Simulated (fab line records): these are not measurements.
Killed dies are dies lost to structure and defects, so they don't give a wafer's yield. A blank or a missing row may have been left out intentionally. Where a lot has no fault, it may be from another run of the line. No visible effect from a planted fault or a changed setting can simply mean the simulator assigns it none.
The tool behind it: which one? || flow berkeley-cmos170 || 14 lots with 42 wafers sampled at 2 steps, on a route of 331 steps

== WHAT THE GAUGES READ, wafer by wafer ==
UCB170_ACTIVE_CD_MEAS_13 targets a cd of 1200 nm. Usual: cd-nm reads 1199.9 nm (standard deviation 1.4).
{"lot": "L159", "measured": "day 4 07:46", "on": "cd-sem-01", "cd-nm (nm)": "1198.3 1197.6 1196.2", "flag": ""}
{"lot": "L158", "measured": "day 4 07:53", "on": "cd-sem-02", "cd-nm (nm)": "1201.3 1199.7 1199.4", "flag": ""}
{"lot": "L160", "measured": "day 4 15:27", "on": "cd-sem-02", "cd-nm (nm)": "1200.3 1201.4 1200.7", "flag": ""}
{"lot": "L161", "measured": "day 4 23:42", "on": "cd-sem-01", "cd-nm (nm)": "1201.2 1201.4 1202.3", "flag": ""}
{"lot": "L162", "measured": "day 5 00:04", "on": "cd-sem-01", "cd-nm (nm)": "1200.3 1201.2 1200.6", "flag": ""}
{"lot": "L163", "measured": "day 5 07:55", "on": "cd-sem-01", "cd-nm (nm)": "1197.8 1198.3 1197.6", "flag": ""}
{"lot": "L164", "measured": "day 5 08:17", "on": "cd-sem-01", "cd-nm (nm)": "1201.7 1200.7 1201.1", "flag": ""}
{"lot": "L165", "measured": "day 5 19:27", "on": "cd-sem-01", "cd-nm (nm)": "1199.6 1199.4 1199.9", "flag": ""}
{"lot": "L166", "measured": "day 6 02:37", "on": "cd-sem-02", "cd-nm (nm)": "1199.6 1200.4 1198.9", "flag": ""}
{"lot": "L167", "measured": "day 6 05:20", "on": "cd-sem-01", "cd-nm (nm)": "1195.6 1195.1 1193.9", "flag": "OFF"}
{"lot": "L168", "measured": "day 6 18:20", "on": "cd-sem-01", "cd-nm (nm)": "1190.5 1192.9 1193.0", "flag": "OFF"}
{"lot": "L176", "measured": "day 8 03:55", "on": "cd-sem-01", "cd-nm (nm)": "1202.3 1200.2 1201.1", "flag": ""}
{"lot": "L177", "measured": "day 8 12:00", "on": "cd-sem-01", "cd-nm (nm)": "1198.6 1199.8 1198.5", "flag": ""}
{"lot": "L178", "measured": "day 8 12:07", "on": "cd-sem-01", "cd-nm (nm)": "1200.9 1200.4 1201.2", "flag": ""}

== EACH LOT AND THE TOOL THAT RAN IT (in order: tool; ch and the chambers of the sampled wafers; start) ==
{"lot": "L159", "UCB170_ACTIVE_PEB_11": "litho-track-03 ch 0, day 4 07:29"}
{"lot": "L158", "UCB170_ACTIVE_PEB_11": "litho-track-01 ch 0, day 4 07:37"}
{"lot": "L160", "UCB170_ACTIVE_PEB_11": "litho-track-01 ch 0, day 4 15:07"}
{"lot": "L161", "UCB170_ACTIVE_PEB_11": "litho-track-01 ch 0, day 4 23:25"}
{"lot": "L162", "UCB170_ACTIVE_PEB_11": "litho-track-01 ch 0, day 4 23:42"}
{"lot": "L163", "UCB170_ACTIVE_PEB_11": "litho-track-04 ch 0, day 5 07:38"}
{"lot": "L164", "UCB170_ACTIVE_PEB_11": "litho-track-04 ch 0, day 5 08:02"}
{"lot": "L165", "UCB170_ACTIVE_PEB_11": "litho-track-03 ch 0, day 5 19:10"}
{"lot": "L166", "UCB170_ACTIVE_PEB_11": "litho-track-04 ch 0, day 6 02:21"}
{"lot": "L167", "UCB170_ACTIVE_PEB_11": "litho-track-04 ch 0, day 6 05:04"}
{"lot": "L168", "UCB170_ACTIVE_PEB_11": "litho-track-04 ch 0, day 6 18:04"}
{"lot": "L176", "UCB170_ACTIVE_PEB_11": "litho-track-01 ch 0, day 8 03:38"}
{"lot": "L177", "UCB170_ACTIVE_PEB_11": "litho-track-01 ch 0, day 8 11:43"}
{"lot": "L178", "UCB170_ACTIVE_PEB_11": "litho-track-03 ch 0, day 8 11:47"}
- UCB170_ACTIVE_PEB_11

== WHAT THE TOOLS THEMSELVES READ (means of the sampled wafers that have a number; where no wafer has one, the mark that the record gives instead) ==
The record holds no such reading with a usual standard deviation.

== THE ANSWER, worked out from the rows above alone ==
Rule: lot off if the mean of its wafers having a number is beyond 3 standard deviations from the usual mean. Also off: a lot with no number at a reading for which 4 or more lots have one. All remaining lots with rows at the step are treated as sound. First the gauges in route order, then the tools' own readings, where a lot's mean is used as printed above. At the first step where some lot is off, the reading lying furthest off is the one used; lots without a number count as furthest.
Off, at UCB170_ACTIVE_CD_MEAS_13 on cd-nm: L167, L168.
If a tool, at a process step before that reading, ran all the lots that are off and no sound lot after the first of them, it fits. Those tools and the gauges at UCB170_ACTIVE_CD_MEAS_13 are tried in the same way. One fits: UCB170_ACTIVE_PEB_11 on litho-track-04. Its last sound lot is L166 (day 6 02:21), its first lot that is off L167 (day 6 05:04): a fault that began between those two fits.

== WHAT WAS PUT IN BY THE SIMULATOR ==
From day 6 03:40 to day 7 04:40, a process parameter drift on litho-track-04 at UCB170_ACTIVE_PEB_11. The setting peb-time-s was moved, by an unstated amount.
Shown lots that were struck: L167, L168. Same finding as the rule above.
